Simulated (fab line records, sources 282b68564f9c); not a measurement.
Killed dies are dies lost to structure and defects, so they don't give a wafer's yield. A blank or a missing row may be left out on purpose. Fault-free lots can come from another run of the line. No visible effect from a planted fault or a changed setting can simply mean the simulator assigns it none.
A struck lot beside a sound one ; flow rit_cmos ; 44 steps out of a route of 202
Sound: wafers L559.1, L559.4, L559.5. Wafers L571.1, L571.2, L571.5 were the ones struck. Last of all comes the cause.
Per side, at each step with rows, come the tool, then ch with its chambers, and then its first start. Under that, the readings that differ: sound wafers ; struck wafers ; difference of the means ; sigmas: that difference in standard deviations of wafers without a fault.
alike: same words and numbers on both sides, and readings whose means sit less than 2 such deviations apart. not compared: any withheld reading, any reading some wafer has no value for, any bound like >300 that may hide the same value, and any number with overlapping values for which the record gives no deviation.
Wherever a step has rows on one side only, a row that says differs or no value, or a row with sigmas, the two part there. Numbers that have no deviation but don't overlap get no sigmas and don't part them. A reading missing from all wafers of one side parts the sides only when that side holds two or more wafers.

first, 1 step without rows for these wafers: RIT_PRETRO_IMPLANT_08.
RIT_PRETRO_STRIP_09: strips in O2, time 180 s.
  sound on plasma_asher-02 ch 0,1, day 3 23:20; struck on plasma_asher-02 ch 0,1, day 6 07:43
  alike: drypump_motor_current_A
  not compared: rf_hours_counter_h
RIT_PRETRO_TW_MEAS_10:
  sound on film_metro-01 at day 3 23:31; struck on film_metro-02 at day 6 07:53
  alike: PRETRO_TW
then, 5 steps without rows for these wafers: RIT_GATE_WET_ETCH_00 (etches SiO2 in BOE, target depth 56 nm, time 60 s); RIT_GATE_CLEAN_01 (cleans in SC1, time 600 s); RIT_GATE_CLEAN_02 (cleans in dHF, time 30 s); RIT_GATE_CLEAN_03 (cleans in SC2, time 600 s); RIT_GATE_CLEAN_04 (cleans in dHF, time 60 s).
RIT_FOX2_THK_MEAS_91:
  sound on film_metro-03 at day 3 23:59; struck on film_metro-01 at day 6 08:24
  alike: FIELD_OXIDE_LEFT_2_THK
then, 2 steps without rows for these wafers: RIT_GATE_OXIDATION_05 (target thk 3 nm, ox time 270 s); RIT_GATE_ANNEAL_06 (time 600 s).
RIT_GATE_THK_MEAS_07:
  sound on film_metro-04 at day 4 04:15; struck on film_metro-03 at day 6 10:41
  alike: GATE_OXIDE_THK
RIT_GATE_CVD_08: deposits poly-Si from SiH4, target thk 250 nm, time 2220 s.
  sound on lpcvd-01 ch 1, day 4 04:19; struck on lpcvd-02 ch 1, day 6 10:45
reading;sound;struck;difference;sigmas
sih4_flow_sccm (sccm);99.68 99.91 99.64;80.18 80.28 79.95;-19.61;-78
model.poly-Si_of_GATE_CVD_08.thk_nm (nm);254.1 253.9 254.8;199.8 197.1 198.2;-55.9;
  alike: zone_power_source_pct
RIT_GATE_THK_MEAS_09:
  sound on film_metro-01 at day 4 05:55; struck on film_metro-01 at day 6 13:11
reading;sound;struck;difference;sigmas
GATE_POLY_THK (nm);254.1 253.8 254.7;199.8 197.2 198.1;-55.8;-24
then, 6 steps without rows for these wafers: RIT_GATE_HMDS_10 (prime time 60 s); RIT_GATE_COAT_11 (resist thk 833.8 nm); RIT_GATE_SOFTBAKE_12 (time 60 s); RIT_GATE_EXPOSE_13 (exposes mask M6, target cd 150 nm); RIT_GATE_PEB_14; RIT_GATE_DEVELOP_15 (develop time 50 s).
RIT_GATE_CD_MEAS_16: the cd target is 150 nm.
  sound on cd_sem-02 at day 4 07:05; struck on cd_sem-01 at day 6 14:13
  alike: cd_nm
RIT_GATE_OVL_MEAS_17:
  sound on overlay-01 at day 4 07:12; struck on overlay-02 at day 6 14:20
reading;sound;struck;difference;sigmas
GATE_OVL (nm);1.6 0.1 1.1;-2.3 -2.8 -2.8;-3.6;-2
then, 1 step without rows for these wafers: RIT_GATE_HARDBAKE_18 (time 60 s).
RIT_GATE_ETCH_19: etches poly-Si in SF6/CHF3/O2, stops on SiO2, time 165 s, target depth 312.5 nm.
  sound on rie_si-02 ch 1,2, day 4 07:23; struck on rie_si-02 ch 2,3, day 6 14:31
reading;sound;struck;difference;sigmas
oes_product_au (a.u.);0.845 0.840 0.848;0.718 0.719 0.725;-0.124;-11
model.GATE.feature_depth_nm (nm);254.1 253.9 254.8;199.8 197.1 198.2;-55.9;
model.etch.depth_nm (nm);254.1 253.9 254.8;199.8 197.1 198.2;-55.9;
  alike: O2_flow_sccm, drypump_motor_current_A, throttle_valve_pct
  not compared: rf_hours_counter_h
RIT_GATE_STRIP_20: strips in O2, time 180 s.
  sound on plasma_asher-04 ch 0,1, day 4 07:30; struck on plasma_asher-02 ch 0,1, day 6 14:38
  alike: drypump_motor_current_A
  not compared: rf_hours_counter_h
RIT_GATE_CD_MEAS_90: the cd target is 150 nm.
  sound on cd_sem-01 at day 4 07:40; struck on cd_sem-02 at day 6 14:48
  alike: cd_nm
then, 4 steps without rows for these wafers: RIT_REOX_CLEAN_00 (cleans in SC1, time 600 s); RIT_REOX_CLEAN_01 (cleans in dHF, time 30 s); RIT_REOX_CLEAN_02 (cleans in SC2, time 600 s); RIT_REOX_OXIDATION_03 (target thk 25.2 nm, ox time 5580 s).
RIT_REOX_THK_MEAS_04:
  sound on film_metro-01 at day 4 12:36; struck on film_metro-01 at day 6 21:58
  alike: REOX_OXIDE_THK
then, 6 steps without rows for these wafers: RIT_NLDD_HMDS_00 (prime time 60 s); RIT_NLDD_COAT_01 (resist thk 1000 nm); RIT_NLDD_SOFTBAKE_02 (time 60 s); RIT_NLDD_EXPOSE_03 (exposes mask M7, target cd 40700 nm); RIT_NLDD_PEB_04; RIT_NLDD_DEVELOP_05 (develop time 50 s).
RIT_NLDD_OVL_MEAS_06:
  sound on overlay-02 at day 4 13:31; struck on overlay-02 at day 6 22:53
  alike: NLDD_OVL
then, 2 steps without rows for these wafers: RIT_NLDD_HARDBAKE_07 (time 60 s); RIT_NLDD_IMPLANT_08.
RIT_NLDD_STRIP_09: strips in O2, time 180 s.
  sound on plasma_asher-01 ch 0,1, day 4 13:51; struck on plasma_asher-04 ch 0,1, day 6 23:13
  alike: drypump_motor_current_A
  not compared: rf_hours_counter_h
RIT_NLDD_TW_MEAS_10:
  sound on film_metro-03 at day 4 14:01; struck on film_metro-03 at day 6 23:23
  alike: NLDD_TW
RIT_SDANNEAL_CLEAN_02: cleans in SC2, time 600 s.
  sound on wet_bench-01 ch 0, day 4 21:34; struck on wet_bench-03 ch 1, day 7 06:37
reading;sound;struck;difference;sigmas
model.poly-Si_of_GATE_CVD_08.thk_nm (nm);166.5 165.5 166.4;112.1 108.5 110.7;-55.7;
  alike: bath_heat_duty_pct, temp_c
RIT_M1_PROBE_99:
  sound on prober-01 at day 5 05:17; struck on prober-02 at day 7 15:20
reading;sound;struck;difference;sigmas
model.etest.pmos_turned.r_on_ohm_um;3411 3376 3459;3116 3180 3181;-256;
model.etest.nmos_turned.drive_ua_um;320.3 327.5 313.9;416.1 415.3 412.2;+94.0;
model.etest.nmos_0p3.r_on_ohm_um;2179 2156 2175;2050 2064 2044;-117;
model.etest.nmos_0p15.r_on_ohm_um;1133 1127 1149;1094 1112 1085;-39;
model.etest.pmos_turned.drive_ua_um;192.2 194.2 189.3;221.1 216.8 213.2;+25.1;
model.etest.nmos_0p15.drive_ua_um;485.8 490.6 475.8;509.8 508.6 514.7;+27.0;
  alike: killed_at_contacts, killed_at_front_end, killed_dies, killed_on_rim, killed_open, killed_short
  not compared: model.etest.pmos_0p3.r_on_ohm_um, model.etest.pmos_0p15.r_on_ohm_um

## WHERE THEY PART
Earliest at RIT_GATE_CVD_08; latest, in this record, at RIT_GATE_ETCH_19. Later steps at which nothing parts them and some readings are alike: RIT_GATE_STRIP_20, RIT_GATE_CD_MEAS_90, RIT_REOX_THK_MEAS_04, RIT_NLDD_OVL_MEAS_06, RIT_NLDD_STRIP_09, RIT_NLDD_TW_MEAS_10, RIT_SDANNEAL_CLEAN_02, RIT_M1_PROBE_99.

WHY: what the simulator had put in
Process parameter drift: lpcvd-02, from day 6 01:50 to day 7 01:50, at RIT_GATE_CVD_08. From 100, the setting sih4_flow_sccm moved by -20.
